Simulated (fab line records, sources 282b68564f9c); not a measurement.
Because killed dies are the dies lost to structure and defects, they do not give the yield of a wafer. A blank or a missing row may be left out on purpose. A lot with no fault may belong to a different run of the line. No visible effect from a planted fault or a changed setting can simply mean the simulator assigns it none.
Split-lot study :: flow ritCmos :: 5 lots, 23 wafers read, on a route of 202 steps

ABOUT THE SPLIT
At RIT_SILICIDE_SPUTTER_01 (material Ti, target thk 30 nm, time 240 s), the setting timeS was moved away from the recipe's 240 s on 10 of the 23 wafers read, by -15.0% to +14.6%. The other wafers ran this setting at the recipe's value.

FROM THE SPLIT ON TO THE READING: in between, the file shows 1 step
- RIT_SILICIDE_RS_MEAS_02: measures by four-point-probe

THE READING
SILICIDE_TI_THK, in nm, at RIT_SILICIDE_THK_MEAS_03 (measures by xrf). On this fab line, fault-free wafers typically give 29.9 nm with a standard deviation of 0.38 nm.

wafer: L075.1
tool, chamber at the split: pvdSputter-03, -
timeS as run, s: 240
against the recipe: recipe
SILICIDE_TI_THK, nm: 30.0
against lot-mates on the recipe: -

wafer: L075.2
tool, chamber at the split: pvdSputter-03, -
timeS as run, s: 240
against the recipe: recipe
SILICIDE_TI_THK, nm: 29.7
against lot-mates on the recipe: -

wafer: L075.3
tool, chamber at the split: pvdSputter-03, -
timeS as run, s: 204.1
against the recipe: -15.0%
SILICIDE_TI_THK, nm: 25.3
against lot-mates on the recipe: -4.6

wafer: L075.5
tool, chamber at the split: pvdSputter-03, -
timeS as run, s: 204.1
against the recipe: -15.0%
SILICIDE_TI_THK, nm: 25.2
against lot-mates on the recipe: -4.7

wafer: L075.6
tool, chamber at the split: pvdSputter-03, -
timeS as run, s: 204.1
against the recipe: -15.0%
SILICIDE_TI_THK, nm: 25.1
against lot-mates on the recipe: -4.8

wafer: L076.1
tool, chamber at the split: pvdSputter-04, -
timeS as run, s: 275
against the recipe: +14.6%
SILICIDE_TI_THK, nm: 34.8
against lot-mates on the recipe: +4.7

wafer: L076.3
tool, chamber at the split: pvdSputter-04, -
timeS as run, s: 240
against the recipe: recipe
SILICIDE_TI_THK, nm: 30.1
against lot-mates on the recipe: -

wafer: L076.4
tool, chamber at the split: pvdSputter-04, -
timeS as run, s: 240
against the recipe: recipe
SILICIDE_TI_THK, nm: 30.1
against lot-mates on the recipe: -

wafer: L076.5
tool, chamber at the split: pvdSputter-04, -
timeS as run, s: 240
against the recipe: recipe
SILICIDE_TI_THK, nm: 30.1
against lot-mates on the recipe: -

wafer: L076.6
tool, chamber at the split: pvdSputter-04, -
timeS as run, s: 275
against the recipe: +14.6%
SILICIDE_TI_THK, nm: 34.9
against lot-mates on the recipe: +4.8

wafer: L078.1
tool, chamber at the split: pvdSputter-03, -
timeS as run, s: 240
against the recipe: recipe
SILICIDE_TI_THK, nm: 29.7
against lot-mates on the recipe: -

wafer: L078.2
tool, chamber at the split: pvdSputter-03, -
timeS as run, s: 267.2
against the recipe: +11.3%
SILICIDE_TI_THK, nm: 33.4
against lot-mates on the recipe: +3.5

wafer: L078.3
tool, chamber at the split: pvdSputter-03, -
timeS as run, s: 267.2
against the recipe: +11.3%
SILICIDE_TI_THK, nm: 33.8
against lot-mates on the recipe: +3.9

wafer: L078.5
tool, chamber at the split: pvdSputter-03, -
timeS as run, s: 267.2
against the recipe: +11.3%
SILICIDE_TI_THK, nm: 33.3
against lot-mates on the recipe: +3.4

wafer: L078.6
tool, chamber at the split: pvdSputter-03, -
timeS as run, s: 240
against the recipe: recipe
SILICIDE_TI_THK, nm: 30.0
against lot-mates on the recipe: -

wafer: L079.1
tool, chamber at the split: pvdSputter-01, -
timeS as run, s: 240
against the recipe: recipe
SILICIDE_TI_THK, nm: 29.9
against lot-mates on the recipe: -

wafer: L079.4
tool, chamber at the split: pvdSputter-01, -
timeS as run, s: 240
against the recipe: recipe
SILICIDE_TI_THK, nm: 29.6
against lot-mates on the recipe: -

wafer: L079.5
tool, chamber at the split: pvdSputter-01, -
timeS as run, s: 240
against the recipe: recipe
SILICIDE_TI_THK, nm: 30.3
against lot-mates on the recipe: -

wafer: L084.1
tool, chamber at the split: pvdSputter-03, -
timeS as run, s: 240
against the recipe: recipe
SILICIDE_TI_THK, nm: 30.0
against lot-mates on the recipe: -

wafer: L084.2
tool, chamber at the split: pvdSputter-03, -
timeS as run, s: 255.7
against the recipe: +6.5%
SILICIDE_TI_THK, nm: 31.1
against lot-mates on the recipe: +1.2

wafer: L084.3
tool, chamber at the split: pvdSputter-03, -
timeS as run, s: 255.7
against the recipe: +6.5%
SILICIDE_TI_THK, nm: 31.7
against lot-mates on the recipe: +1.8

wafer: L084.4
tool, chamber at the split: pvdSputter-03, -
timeS as run, s: 240
against the recipe: recipe
SILICIDE_TI_THK, nm: 29.8
against lot-mates on the recipe: -

wafer: L084.6
tool, chamber at the split: pvdSputter-03, -
timeS as run, s: 240
against the recipe: recipe
SILICIDE_TI_THK, nm: 29.8
against lot-mates on the recipe: -

FIT RESULTS
A straight line over all 23 wafers: SILICIDE_TI_THK changes by +0.317 nm for each +1% of timeS; r = +0.99; the points scatter about the line by 0.29 nm.
The same after taking each lot's own level away (the mean of its wafers on the recipe; 23 wafers): +0.314 nm for each +1%; r = +1.00; scatter 0.25 nm.
Per that fit: largest timeS move, reading shift of 4.7 nm.
The lots' own levels span 29.85 to 30.10 nm, that is 0.7 times the standard deviation above.
So the lot-to-lot level changes the slope little: the two slopes agree.
Check: with one of the wafers moved furthest among these (-15.0%) left out of the fit, the line predicts -4.75 nm for it against its lot-mates. Against them it came out at -4.55 nm.

THE OTHER SPLITS THESE WAFERS WENT THROUGH
These wafers also went through other splits before the reading. Each is held against what the fit with the lots' levels taken away leaves over:
other split on the same wafers: RIT_NLDD_IMPLANT_08 doseCm2
wafers away from the commonest value: 8
r with SILICIDE_TI_THK (lot level and that fit taken away): -0.17

other split on the same wafers: RIT_SPACER_CVD_03 tempC
wafers away from the commonest value: 15
r with SILICIDE_TI_THK (lot level and that fit taken away): +0.09

other split on the same wafers: RIT_SPACER_ETCHBACK_05 rfW
wafers away from the commonest value: 9
r with SILICIDE_TI_THK (lot level and that fit taken away): +0.16

other split on the same wafers: RIT_SDANNEAL_CLEAN_00 timeS
wafers away from the commonest value: 15
r with SILICIDE_TI_THK (lot level and that fit taken away): -0.36

THE WHOLE CHAIN: every reading that the file lists as answering this split, in the file's order
step: RIT_SILICIDE_SPUTTER_01
what it does: material Ti, target thk 30 nm, time 240 s
reading: Ti_of_SILICIDE_SPUTTER_01.thkNm (the simulator's own value, which no gauge read)
change (the file's fit): +0.313 nm for each +1% of the setting
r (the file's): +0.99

step: RIT_SILICIDE_RS_MEAS_02
what it does: measures by four-point-probe
reading: SILICIDE_TI_RS
change (the file's fit): -0.626 for each +1% of the setting
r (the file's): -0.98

step: RIT_SILICIDE_THK_MEAS_03
what it does: measures by xrf
reading: SILICIDE_TI_THK
change (the file's fit): +0.313 for each +1% of the setting
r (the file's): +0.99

THE FILE'S OWN FIT
SILICIDE_TI_THK changes by +0.313 nm for each +1% of timeS, r = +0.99.
